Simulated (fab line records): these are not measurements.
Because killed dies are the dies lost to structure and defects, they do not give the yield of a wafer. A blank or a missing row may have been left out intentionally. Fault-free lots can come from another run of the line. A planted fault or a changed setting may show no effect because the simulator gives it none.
One fault through the eyes of 2 desks | flow rit-cmos | every desk sees just its own numbers, and what lay behind them comes last

== THE TOOL OWNER'S DESK: litho-track-01 ==
Per lot that ran on this tool, the mean of the sampled wafers carrying a number, from the tool's own readings at RIT_M1_SOFTBAKE_05 (time 60 s). If a lot's mean is further than 4 standard deviations from the usual mean, the lot is out of limits and carries the mark OUT (the distance appears in the brackets).
Columns: A = heater-power-total-W at RIT_M1_SOFTBAKE_05, usual 34.56 W; B = plate-temp-C at RIT_M1_SOFTBAKE_05, usual 90.00 C
lot  | first seen here | A               | B
L766 | day 3 08:38     | 34.53           | 90.10
L770 | day 4 04:08     | 34.57           | 90.05
L771 | day 4 11:04     | 34.60           | 89.90
L773 | day 5 01:34     | 34.57           | 90.09
L775 | day 5 11:39     | 35.82 (+26) OUT | 92.25 (+16) OUT
L777 | day 6 03:14     | 35.77 (+25) OUT | 92.13 (+15) OUT
Finding of this desk: L775, L777 out of limits; the first was L775 at day 5 11:39, on heater-power-total-W at RIT_M1_SOFTBAKE_05. Within limits: L766, L770, L771, L773.

== AT THE METROLOGY DESK ==
What the gauges read, lot by lot, whatever tool the lot ran on: means of the sampled wafers that have a number. If a lot's mean is further than 4 standard deviations from the usual mean, the lot is out of limits and carries the mark OUT (the distance appears in the brackets).
Columns: A = PSD_TW at RIT_PSD_TW_MEAS_10, usual 3406; B = SILICIDE_TI_RS at RIT_SILICIDE_RS_MEAS_02, usual 50.1 ohm/sq
lot  | first seen here | A    | B
L766 | day 3 03:56     | 3427 | 50.6
L767 | day 3 10:52     | 3398 | 49.9
L770 | day 3 23:31     | 3409 | 50.2
L771 | day 4 06:25     | 3402 | 49.8
L773 | day 4 20:51     | 3416 | 49.5
L774 | day 5 02:47     | 3397 | 49.6
L775 | day 5 06:53     | 3419 | 50.2
L777 | day 5 22:25     | 3411 | 50.3
L779 | day 6 18:32     | 3445 | 49.7
L783 | day 7 02:22     | 3388 | 49.1
L784 | day 7 13:13     | 3372 | 50.4
L785 | day 7 19:56     | 3391 | 51.2
L786 | day 7 20:08     | 3437 | 49.9
L789 | day 8 01:31     | 3420 | 50.2
Finding of this desk: none of the 14 lots has anything out of limits.

== TAKEN TOGETHER ==
The tool owner's desk could have raised an alarm at day 5 11:39, on L775, L777.
Metrology desk: nothing out of limits seen.
The metrology desk holds a record of L775, L777, inside its limits.
RIT_M1_SOFTBAKE_05 was run on litho-track-01 by each of the lots named.

== WHAT WAS PUT IN BY THE SIMULATOR ==
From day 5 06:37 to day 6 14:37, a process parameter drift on litho-track-01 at RIT_M1_SOFTBAKE_05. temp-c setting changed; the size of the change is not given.
Struck lots among those shown: L775, L777.
Time in hours from fault onset to the first out-of-limits reading at each desk: the tool owner's desk, 5.
